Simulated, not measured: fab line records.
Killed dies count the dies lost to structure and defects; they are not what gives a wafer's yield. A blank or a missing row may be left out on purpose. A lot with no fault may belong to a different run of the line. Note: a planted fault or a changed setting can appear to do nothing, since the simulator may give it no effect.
Which of the tools did it?    flow berkeleyCmos170    14 lots, 42 wafers sampled, at 4 steps of a route of 331

== WHAT THE GAUGES SHOWED, per wafer ==
UCB170_NWELL_THK_MEAS_05.
lot   measured     on            NWELL_NITRIDE_THK (nm)
L345  day 2 01:23  filmMetro-02  224.6 224.1 225.0
L346  day 2 06:34  filmMetro-02  228.7 229.3 228.0
L348  day 2 15:21  filmMetro-02  223.5 222.7 220.2
L349  day 3 00:30  filmMetro-03  223.3 223.2 222.5
L350  day 3 04:55  filmMetro-03  222.8 223.1 224.3
L351  day 3 08:04  filmMetro-02  223.4 223.3 224.7
L352  day 3 12:59  filmMetro-02  224.7 224.3 225.9
L353  day 3 16:29  filmMetro-04  223.5 224.2 223.1
L355  day 4 05:16  filmMetro-04  221.7 220.4 221.8
L358  day 4 20:06  filmMetro-04  225.8 224.8 223.0
L360  day 5 08:14  filmMetro-02  224.8 226.0 225.3
L362  day 5 12:28  filmMetro-02  222.8 221.4 222.4
L363  day 5 17:52  filmMetro-04  226.3 225.2 226.5
L365  day 6 07:48  filmMetro-02  225.6 225.0 225.9

UCB170_M3_OVL_MEAS_16.
lot   measured      on          M3_OVL (nm)
L345  day 7 18:05   overlay-02  4 6 2
L346  day 7 17:21   overlay-02  8 3 6
L348  day 7 17:30   overlay-01  5 -2 1
L349  day 8 00:26   overlay-02  -5 -5 7
L350  day 8 06:20   overlay-02  -1 2 -2
L351  day 8 06:37   overlay-01  9 5 0
L352  day 9 02:26   overlay-02  5 7 4
L353  day 8 22:37   overlay-02  0 1 4
L355  day 9 06:28   overlay-02  0 2 -3
L358  day 10 00:43  overlay-01  5 4 2
L360  day 10 18:34  overlay-01  -6 -3 -4
L362  day 11 05:51  overlay-01  -1 -4 -4
L363  day 11 06:07  overlay-02  1 -6 -1
L365  day 11 15:52  overlay-02  1 6 8

== EACH LOT AND THE TOOL THAT RAN IT (in order: tool; ch and the chambers of the sampled wafers; start) ==
lot   UCB170_V2_ETCH_14                  UCB170_M3_SOFTBAKE_06
L345  rieDiel-01 ch 1,2, day 7 14:34     lithoTrack-03 ch 0, day 7 15:52
L346  rieDiel-01 ch 0,3, day 7 14:01     lithoTrack-02 ch 0, day 7 15:17
L348  rieDiel-02 ch 2,3, day 7 14:17     lithoTrack-03 ch 0, day 7 15:22
L349  rieDiel-04 ch 0,3, day 7 21:41     lithoTrack-03 ch 0, day 7 22:44
L350  rieDiel-01 ch 0,2,3, day 8 03:21   lithoTrack-02 ch 0, day 8 04:40
L351  rieDiel-04 ch 0,3, day 8 03:39     lithoTrack-04 ch 0, day 8 05:04
L352  rieDiel-01 ch 0,1,3, day 8 20:08   lithoTrack-04 ch 0, day 8 21:17
L353  rieDiel-02 ch 0,1, day 8 20:01     lithoTrack-02 ch 0, day 8 21:06
L355  rieDiel-01 ch 0,1,3, day 9 04:02   lithoTrack-04 ch 0, day 9 05:05
L358  rieDiel-04 ch 0,3, day 9 22:10     lithoTrack-04 ch 0, day 9 23:15
L360  rieDiel-01 ch 1,2, day 10 15:51    lithoTrack-03 ch 0, day 10 17:10
L362  rieDiel-01 ch 1,2,3, day 11 01:07  lithoTrack-02 ch 0, day 11 02:14
L363  rieDiel-01 ch 0,1,2, day 11 02:03  lithoTrack-02 ch 0, day 11 03:06
L365  rieDiel-04 ch 0,2, day 11 13:21    lithoTrack-03 ch 0, day 11 14:25
- UCB170_V2_ETCH_14: etches SiO2 in CHF3/CF4/Ar, stops on Al, target depth 1250 nm, time 291 s.
- UCB170_M3_SOFTBAKE_06: time 60 s.

== WHAT THE TOOLS THEMSELVES READ (means of the sampled wafers that have a number; where no wafer has one, the mark that the record gives instead) ==
UCB170_V2_ETCH_14.
lot   tool        drypumpMotorCurrentA (A)  oesProductAu (a.u.)  throttleValvePct (%)
L345  rieDiel-01  6.1                       0.855                6.98
L346  rieDiel-01  5.1                       0.888                6.95
L348  rieDiel-02  5.9                       0.887                6.93
L349  rieDiel-04  5.7                       0.874                7.05
L350  rieDiel-01  5.6                       0.870                6.99
L351  rieDiel-04  6.0                       0.880                7.11
L352  rieDiel-01  5.5                       0.874                6.94
L353  rieDiel-02  6.1                       0.876                6.92
L355  rieDiel-01  5.5                       0.873                6.95
L358  rieDiel-04  6.0                       0.882                7.11
L360  rieDiel-01  6.1                       0.855                6.98
L362  rieDiel-01  5.7                       0.869                6.98
L363  rieDiel-01  6.0                       0.855                6.98
L365  rieDiel-04  6.0                       0.890                7.07

UCB170_M3_SOFTBAKE_06.
lot   tool           runLengthS (s)
L345  lithoTrack-03  89.12
L346  lithoTrack-02  88.75
L348  lithoTrack-03  89.07
L349  lithoTrack-03  89.21
L350  lithoTrack-02  88.90
L351  lithoTrack-04  89.05
L352  lithoTrack-04  89.02
L353  lithoTrack-02  88.88
L355  lithoTrack-04  99.68
L358  lithoTrack-04  99.72
L360  lithoTrack-03  89.11
L362  lithoTrack-02  88.89
L363  lithoTrack-02  88.77
L365  lithoTrack-03  89.26

== THE ANSWER, worked out from the rows above alone ==
Rule: the lots themselves supply what counts as usual. The widest of any qualifying gaps counts: lots, ordered by their means at a reading, are off when they make up no more than a third of the lots, leave a main group of 4 or more, and stand apart from it by 3 or more times the standard deviation of that group's means. A main group is skipped when, at the precision printed for the reading in the tables above, its means are all equal. Also off: a lot with no number at a reading for which 4 or more lots have one. The other lots that the step has rows for count as sound. First the gauges in route order, then the tools' own readings, where a lot's mean is used as printed above. The first step at which some lot is off is used, and at that step the reading that is off furthest; a lot without a number counts as furthest.
Off at UCB170_M3_SOFTBAKE_06 (runLengthS): L355, L358. The main group has a mean of 89.00 s with a standard deviation of 0.16.
A tool fits if, at that step or a process step before it, it ran every lot that is off, and no sound lot after the first of them. One fits: lithoTrack-04 at UCB170_M3_SOFTBAKE_06. Its last sound lot is L352 (day 8 21:17), its first lot that is off L355 (day 9 05:05): a fault that began between those two fits.
On the lots that are off, the tool's own readings at UCB170_M3_SOFTBAKE_06 differ by more than 5 times the standard deviation of the sound lots' means, which bears it out; runLengthS reads 99.70 s there versus 89.00 s on the sound lots.

== WHAT HAD BEEN PUT IN BY THE SIMULATOR ==
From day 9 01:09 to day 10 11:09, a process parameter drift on lithoTrack-04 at UCB170_M3_SOFTBAKE_06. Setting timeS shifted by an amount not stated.
Struck lots among those shown: L355, L358. This agrees with what the rule above found.
